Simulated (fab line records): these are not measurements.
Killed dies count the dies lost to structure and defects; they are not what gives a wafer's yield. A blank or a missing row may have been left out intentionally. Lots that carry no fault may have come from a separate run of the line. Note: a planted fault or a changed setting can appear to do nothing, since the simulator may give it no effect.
What tool caused it? :: flow berkeley-cmos170 :: 21 wafers from 7 lots sampled at 4 of the route's 331 steps

WHAT THE GAUGES READ, wafer by wafer
UCB170_NLDD_TW_MEAS_11.
lot: L364
measured: day 7 15:10
on: film-metro-04
NLDD_TW: 2234 2235 2228

lot: L365
measured: day 8 00:17
on: film-metro-01
NLDD_TW: 2191 2185 2200

lot: L370
measured: day 9 09:51
on: film-metro-02
NLDD_TW: 2089 2082 2084

lot: L375
measured: day 10 12:49
on: film-metro-04
NLDD_TW: 2114 2104 2124

lot: L380
measured: day 11 02:37
on: film-metro-01
NLDD_TW: 2184 2196 2203

lot: L382
measured: day 12 03:53
on: film-metro-01
NLDD_TW: 2171 2180 2191

lot: L386
measured: day 12 22:26
on: film-metro-04
NLDD_TW: 2230 2226 2223

WHAT TOOL EACH LOT RAN ON (gives the tool, then ch and the chambers of the sampled wafers, and finally the start)
lot: L364
UCB170_ACTIVE_STRIP_16: plasma-asher-04 ch 0,1, day 5 01:15
UCB170_GATE_SOFTBAKE_08: litho-track-04 ch 0, day 7 14:37 or earlier
UCB170_NLDD_IMPLANT_09: implanter-03 ch 0, day 7 14:56

lot: L365
UCB170_ACTIVE_STRIP_16: plasma-asher-01 ch 0,1, day 5 07:35
UCB170_GATE_SOFTBAKE_08: litho-track-02 ch 0, day 7 23:44 or earlier
UCB170_NLDD_IMPLANT_09: implanter-02 ch 0, day 8 00:02

lot: L370
UCB170_ACTIVE_STRIP_16: plasma-asher-04 ch 0,1, day 6 21:19
UCB170_GATE_SOFTBAKE_08: litho-track-04 ch 0, day 9 09:19 or earlier
UCB170_NLDD_IMPLANT_09: implanter-03 ch 0, day 9 09:38

lot: L375
UCB170_ACTIVE_STRIP_16: plasma-asher-01 ch 0,1, day 7 22:50
UCB170_GATE_SOFTBAKE_08: litho-track-03 ch 0, day 10 12:16 or earlier
UCB170_NLDD_IMPLANT_09: implanter-03 ch 0, day 10 12:34

lot: L380
UCB170_ACTIVE_STRIP_16: plasma-asher-01 ch 0,1, day 8 06:18
UCB170_GATE_SOFTBAKE_08: litho-track-03 ch 0, day 11 02:04 or earlier
UCB170_NLDD_IMPLANT_09: implanter-01 ch 0, day 11 02:23

lot: L382
UCB170_ACTIVE_STRIP_16: plasma-asher-01 ch 0,1, day 9 04:09
UCB170_GATE_SOFTBAKE_08: litho-track-02 ch 0, day 12 03:21 or earlier
UCB170_NLDD_IMPLANT_09: implanter-01 ch 0, day 12 03:40

lot: L386
UCB170_ACTIVE_STRIP_16: plasma-asher-03 ch 0, day 9 22:47
UCB170_GATE_SOFTBAKE_08: litho-track-04 ch 0, day 12 21:53 or earlier
UCB170_NLDD_IMPLANT_09: implanter-01 ch 0, day 12 22:11
- UCB170_ACTIVE_STRIP_16: strips in O2.
- UCB170_GATE_SOFTBAKE_08: time 60.83 s.
- UCB170_NLDD_IMPLANT_09

THE ANSWER, worked out from the rows above alone
Rule: the lots themselves supply what counts as usual. The widest of any qualifying gaps counts: lots, ordered by their means at a reading, are off when they make up no more than a third of the lots, leave a main group of 4 or more, and stand apart from it by 3 or more times the standard deviation of that group's means. A main group whose means are all the same, to the digits that the tables above print for the reading, isn't used. A lot without any number at a reading at which 4 lots or more have one is off too. All remaining lots with rows at the step are treated as sound.
Off: L370, L375, at UCB170_NLDD_TW_MEAS_11 (NLDD_TW). Mean 2205 and standard deviation 20 in the main group.
If a tool, at a process step before that reading, ran all the lots that are off and no sound lot after the first of them, it fits. Those tools and the gauges at UCB170_NLDD_TW_MEAS_11 are tried in the same way. With no start given for some of its lots, UCB170_GATE_SOFTBAKE_08 uses the hours and lot order of UCB170_NLDD_CD_MEAS_06. One fits: implanter-03 at UCB170_NLDD_IMPLANT_09. Its last sound lot is L364 (day 7 14:56), its first lot that is off L370 (day 9 09:38): a fault that began between those two fits.

WHAT HAD BEEN PUT IN BY THE SIMULATOR
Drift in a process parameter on implanter-03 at UCB170_NLDD_IMPLANT_09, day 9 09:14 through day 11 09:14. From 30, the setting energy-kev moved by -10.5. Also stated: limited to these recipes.
Shown lots that were struck: L370, L375. The rule above reached the same finding.
